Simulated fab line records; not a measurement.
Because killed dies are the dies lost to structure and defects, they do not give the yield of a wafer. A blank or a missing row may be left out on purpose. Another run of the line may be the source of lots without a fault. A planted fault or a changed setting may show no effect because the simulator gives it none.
fab line records	flow berkeley_cmos170
record: lots: 15	wafers: 45	last_day: 13
route steps=331 shown NWELL@18 FIELD@91 PVT@121
lots untouched by any fault: they come from a run of this same line in which no faults occurred
start_h: hours from the record's opening day to when the first of the lot's shown wafers began	wait_h: how many hours have passed since the lot's step before this one	" unchanged from the row above	L1.1+2: one row covering several wafers at once	- value missing, or start not given	* or withheld: withheld	< > ~ a bound
route shown NAME@n: names a module that has steps shown in the file, with the first one's number in the route	usual: mean and standard deviation over wafers with no fault	same: alike in all rows	chamber/n: place in a boat	sites: per-site readings	_std_site: how widely they spread, as a standard deviation	_edge_site: mean of outer sites minus mean of inner sites	radius_mm: for every site, how far away it sits from the centre of the wafer	mask NAME#n: copy n	behind: the most recent tool/chamber to have shaped the wafer	hold: the reason the lot was held/the length of the hold in hours/how it ended	device: which transistor (n, p or np) failed to switch	end of line: at the end of the route, the tests of the same wafers	a step without rows: its recipe alone	killed: not the wafer's yield, but the dies lost to structure and defects at the first sort	map: a wafer's dies, marking killed ones x, the rest . and places with no die _
set.NAME: the setting that was run; set.NAME@STEP: the one run at that earlier step	model.NAME: the simulator's own value behind a step, which no gauge read
route steps across a sampled set of lots; one table per step, one row per wafer
== steps ==
step: UCB170_NWELL_CVD_04
recipe: material: Si3N4	target_thk_nm: 224	temp_c: 800	precursor: SiH2Cl2/NH3	time_s: 3360	pressure_mtorr: 200	sih2cl2_flow_sccm: 25	nh3_flow_sccm: 75
usual: nh3_flow_sccm: 75.02/0.23	spike_tc_source_C: 822.4/1.9
lot.wafer	tool	chamber	start_h	wait_h	nh3_flow_sccm	spike_tc_source_C
L762.3	lpcvd-01	0	25.72	0.0	75.30	824.7
L762.5	"	0	"	"	75.17	823.7
L762.6	"	0	"	"	74.96	823.7
L764.2	lpcvd-02	0	36.43	0.8	75.43	819.2
L764.3	"	0	"	"	74.80	820.6
L764.5	"	0	"	"	75.17	817.2
L765.1	lpcvd-02	1	38.47	0.0	75.20	822.5
L765.4	"	1	"	"	75.03	823.9
L765.6	"	1	"	"	75.01	821.1
L766.1	lpcvd-01	1	42.97	0.0	74.65	821.9
L766.3	"	1	"	"	75.05	823.7
L766.6	"	1	"	"	74.58	823.5
L767.1	lpcvd-02	1	46.57	0.0	75.19	822.2
L767.2	"	1	"	"	75.34	824.0
L767.6	"	1	"	"	75.11	822.6
L768.2	lpcvd-01	0	56.83	1.6	74.96	821.8
L768.3	"	0	"	"	74.91	824.0
L768.4	"	0	"	"	74.54	822.0
L769.1	lpcvd-01	0	59.73	0.2	75.07	822.5
L769.4	"	0	"	"	75.16	822.5
L769.6	"	0	"	"	74.78	823.9
L771.1	lpcvd-01	1	68.98	0.0	74.93	822.3
L771.5	"	1	"	"	75.13	823.0
L771.6	"	1	"	"	75.06	822.6
L772.3	lpcvd-01	0	79.74	1.6	90.16	824.8
L772.4	"	0	"	"	90.01	824.7
L772.5	"	0	"	"	89.81	823.1
L773.1	lpcvd-01	0	83.59	0.1	89.79	822.8
L773.3	"	0	"	"	89.56	824.6
L773.6	"	0	"	"	89.51	822.4
L774.4	lpcvd-02	0	90.04	0.0	74.92	817.9
L774.5	"	0	"	"	75.00	818.3
L774.6	"	0	"	"	74.79	818.7
L775.3	lpcvd-02	1	93.99	0.0	75.08	823.7
L775.4	"	1	"	"	75.19	821.7
L775.5	"	1	"	"	74.98	822.4
L776.3	lpcvd-01	0	95.80	0.0	90.36	823.9
L776.4	"	0	"	"	89.63	823.2
L776.5	"	0	"	"	90.00	822.6
L784.3	lpcvd-02	0	135.94	1.0	75.26	821.8
L784.5	"	0	"	"	75.20	817.6
L784.6	"	0	"	"	75.00	818.9
L785.4	lpcvd-02	1	144.36	0.5	74.82	823.7
L785.5	"	1	"	"	74.77	824.7
L785.6	"	1	"	"	74.99	823.3
step: UCB170_NWELL_THK_MEAS_05
recipe: reads: Si3N4_of_NWELL_CVD_04
usual: NWELL_NITRIDE_THK: 224.1/1.9
lot.wafer	tool	chamber	start_h	wait_h	hold	NWELL_NITRIDE_THK[nm]
L762.3	film_metro-02	-	27.67	0.0	-	226.2
L762.5	"	-	"	"	-	225.3
L762.6	"	-	"	"	-	226.7
L764.2	film_metro-03	-	38.37	0.0	-	222.5
L764.3	"	-	"	"	-	224.0
L764.5	"	-	"	"	-	224.5
L765.1	film_metro-01	-	40.40	0.0	-	227.1
L765.4	"	-	"	"	-	226.5
L765.6	"	-	"	"	-	230.0
L766.1	film_metro-01	-	47.32	0.0	-	224.8
L766.3	"	-	"	"	-	221.7
L766.6	"	-	"	"	-	222.7
L767.1	film_metro-01	-	48.51	0.0	-	221.5
L767.2	"	-	"	"	-	222.0
L767.6	"	-	"	"	-	219.5
L768.2	film_metro-02	-	59.74	0.0	-	222.3
L768.3	"	-	"	"	-	222.6
L768.4	"	-	"	"	-	222.5
L769.1	film_metro-01	-	61.74	0.1	-	226.7
L769.4	"	-	"	"	-	224.8
L769.6	"	-	"	"	-	227.6
L771.1	film_metro-02	-	70.92	0.0	-	222.9
L771.5	"	-	"	"	-	222.9
L771.6	"	-	"	"	-	224.5
L772.3	film_metro-02	-	81.69	0.0	await_dispo/0.2h/release	260.3
L772.4	"	-	"	"	await_dispo/0.2h/release	260.9
L772.5	"	-	"	"	await_dispo/0.2h/release	262.1
L772.3	film_metro-02	-	81.92	0.2	-	260.4
L772.4	"	-	"	"	-	261.0
L772.5	"	-	"	"	-	261.8
L773.1	film_metro-02	-	85.52	0.0	await_dispo/0.2h/release	257.4
L773.3	"	-	"	"	await_dispo/0.2h/release	257.9
L773.6	"	-	"	"	await_dispo/0.2h/release	256.9
L773.1	film_metro-02	-	85.75	0.2	-	257.6
L773.3	"	-	"	"	-	257.9
L773.6	"	-	"	"	-	256.7
L774.4	film_metro-02	-	92.00	0.0	-	223.3
L774.5	"	-	"	"	-	224.5
L774.6	"	-	"	"	-	225.9
L775.3	film_metro-01	-	95.94	0.0	-	224.6
L775.4	"	-	"	"	-	226.1
L775.5	"	-	"	"	-	223.4
L776.3	film_metro-02	-	97.75	0.0	await_dispo/0.2h/release	258.8
L776.4	"	-	"	"	await_dispo/0.2h/release	259.4
L776.5	"	-	"	"	await_dispo/0.2h/release	257.8
L776.3	film_metro-02	-	97.98	0.2	-	258.6
L776.4	"	-	"	"	-	259.6
L776.5	"	-	"	"	-	257.7
L784.3	film_metro-03	-	137.89	0.0	-	222.0
L784.5	"	-	"	"	-	222.3
L784.6	"	-	"	"	-	223.0
L785.4	film_metro-02	-	146.33	0.0	-	223.8
L785.5	"	-	"	"	-	223.2
L785.6	"	-	"	"	-	224.3
step: UCB170_FIELD_THK_MEAS_02
recipe: reads: SiO2_of_FIELD_OXIDATION_01
usual: FIELD_OXIDE_THK: 564/9.7
lot.wafer	tool	chamber	start_h	wait_h	FIELD_OXIDE_THK[nm]
L762.3	film_metro-01	-	85.11	0.0	562
L762.5	"	-	"	"	570
L762.6	"	-	"	"	565
L764.2	film_metro-04	-	93.21	0.0	557
L764.3	"	-	"	"	557
L764.5	"	-	"	"	568
L765.1	film_metro-03	-	98.80	0.0	578
L765.4	"	-	"	"	577
L765.6	"	-	"	"	576
L767.1	film_metro-01	-	98.80	0.0	573
L767.2	"	-	"	"	571
L767.6	"	-	"	"	574
L766.1	film_metro-04	-	98.81	0.0	560
L766.3	"	-	"	"	567
L766.6	"	-	"	"	562
L769.1	film_metro-03	-	112.24	0.0	571
L769.4	"	-	"	"	578
L769.6	"	-	"	"	580
L768.2	film_metro-01	-	112.25	0.0	591
L768.3	"	-	"	"	579
L768.4	"	-	"	"	576
L771.1	film_metro-01	-	125.42	0.0	564
L771.5	"	-	"	"	560
L771.6	"	-	"	"	555
L772.4	film_metro-03	-	132.00	0.1	557
L775.3	film_metro-03	-	147.85	0.0	550
L775.4	"	-	"	"	552
L775.5	"	-	"	"	552
L774.4	film_metro-01	-	147.86	0.0	555
L774.5	"	-	"	"	554
L774.6	"	-	"	"	553
L784.3	film_metro-04	-	200.39	0.0	574
L784.5	"	-	"	"	570
L784.6	"	-	"	"	562
L785.4	film_metro-03	-	216.62	0.0	563
L785.5	"	-	"	"	574
L785.6	"	-	"	"	564
step: UCB170_PVT_OVL_MEAS_06
usual: PVT_OVL: 0/5.7
lot.wafer	tool	chamber	start_h	wait_h	PVT_OVL[nm]
L762.3	overlay-02	-	108.84	-	3
L762.5	"	-	"	"	3
L762.6	"	-	"	"	5
L764.2	overlay-01	-	115.49	-	1
L764.3	"	-	"	"	5
L764.5	"	-	"	"	2
L765.1	overlay-01	-	119.76	-	0
L765.4	"	-	"	"	3
L765.6	"	-	"	"	3
L766.1	overlay-02	-	119.97	-	10
L766.3	"	-	"	"	5
L766.6	"	-	"	"	8
L767.1	overlay-01	-	120.26	-	-4
L767.2	"	-	"	"	3
L767.6	"	-	"	"	2
L769.1	overlay-02	-	134.45	-	1
L769.4	"	-	"	"	2
L769.6	"	-	"	"	-11
L768.2	overlay-01	-	134.67	-	5
L768.3	"	-	"	"	-14
L768.4	"	-	"	"	1
L771.1	overlay-01	-	151.49	-	-6
L771.5	"	-	"	"	-9
L771.6	"	-	"	"	-1
L772.4	overlay-01	-	158.50	-	4
L774.4	overlay-01	-	179.81	-	-1
L774.5	"	-	"	"	4
L774.6	"	-	"	"	-5
L775.3	overlay-02	-	180.33	-	3
L775.4	"	-	"	"	12
L775.5	"	-	"	"	1
L784.3	overlay-01	-	225.47	-	8
L784.5	"	-	"	"	11
L784.6	"	-	"	"	9
L785.4	overlay-02	-	244.68	-	0
L785.5	"	-	"	"	10
L785.6	"	-	"	"	4
step: UCB170_PVT_TW_MEAS_09
usual: PVT_TW: 508/5.1
lot.wafer	tool	chamber	start_h	wait_h	PVT_TW
L762.3	film_metro-01	-	109.14	0.1	501
L762.5	"	-	"	"	502
L762.6	"	-	"	"	502
L764.2	film_metro-01	-	115.78	0.1	501
L764.3	"	-	"	"	498
L764.5	"	-	"	"	502
L765.1	film_metro-01	-	120.05	0.1	502
L765.4	"	-	"	"	501
L765.6	"	-	"	"	501
L766.1	film_metro-03	-	120.26	0.1	512
L766.3	"	-	"	"	506
L766.6	"	-	"	"	512
L767.1	film_metro-03	-	120.54	0.1	512
L767.2	"	-	"	"	509
L767.6	"	-	"	"	512
L769.1	film_metro-01	-	134.74	0.1	503
L769.4	"	-	"	"	504
L769.6	"	-	"	"	502
L768.2	film_metro-04	-	134.96	0.1	514
L768.3	"	-	"	"	513
L768.4	"	-	"	"	512
L771.1	film_metro-01	-	151.78	0.1	504
L771.5	"	-	"	"	504
L771.6	"	-	"	"	503
L772.4	film_metro-01	-	158.79	0.1	503
L774.4	film_metro-01	-	180.10	0.1	501
L774.5	"	-	"	"	503
L774.6	"	-	"	"	503
L775.3	film_metro-01	-	180.62	0.1	505
L775.4	"	-	"	"	500
L775.5	"	-	"	"	503
L784.3	film_metro-04	-	225.76	0.1	513
L784.5	"	-	"	"	514
L784.6	"	-	"	"	515
L785.4	film_metro-04	-	244.98	0.1	513
L785.5	"	-	"	"	513
L785.6	"	-	"	"	510
== key ==
first_sign: step: UCB170_NWELL_CVD_04	reading: nh3_flow_sccm	direction: up	sigmas: 65	usual: 75.02	struck: 89.87
effect: step: UCB170_NWELL_THK_MEAS_05	reading: visit	direction: added
effect: step: UCB170_NWELL_THK_MEAS_05	reading: NWELL_NITRIDE_THK	direction: up	sigmas: 18	usual: 224.1	struck: 259.0
met_at UCB170_NWELL_CVD_04
struck_lots L772,L773,L776
later_rows_left_out L772.3,L772.5,L773.1,L773.3,L773.6,L776.3,L776.4,L776.5
sort_left_out L772.3,L772.4,L772.5,L773.1,L773.3,L773.6,L776.3,L776.4,L776.5
tester_left_out L772,L773,L776
not_acting_at UCB170_FIELD_THK_MEAS_02,UCB170_PVT_OVL_MEAS_06,UCB170_PVT_TW_MEAS_09
fault: kind: process_parameter_drift	tool: lpcvd-01	chamber: -	onset_h: 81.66	steps: UCB170_NWELL_CVD_04	channel: nh3_flow_sccm	offset: 15	shape: step	end_h: 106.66	acts_in: these_recipes_only	stated: 75
tester_left_out: of these lots the tester's yield and bins aren't shown, on N5 and GAA mostly nor the transistor test; their killed dies are dies lost to structure and defects alone, not to doping, threshold or leakage, so they don't give the yield
sort_left_out: the simulated sort isn't trusted on such a fault, so these wafers' sort isn't shown, and their yield isn't known
later_rows_left_out: the simulator's readings of these wafers behind a module that went badly wrong aren't trusted and aren't shown, but for the sort
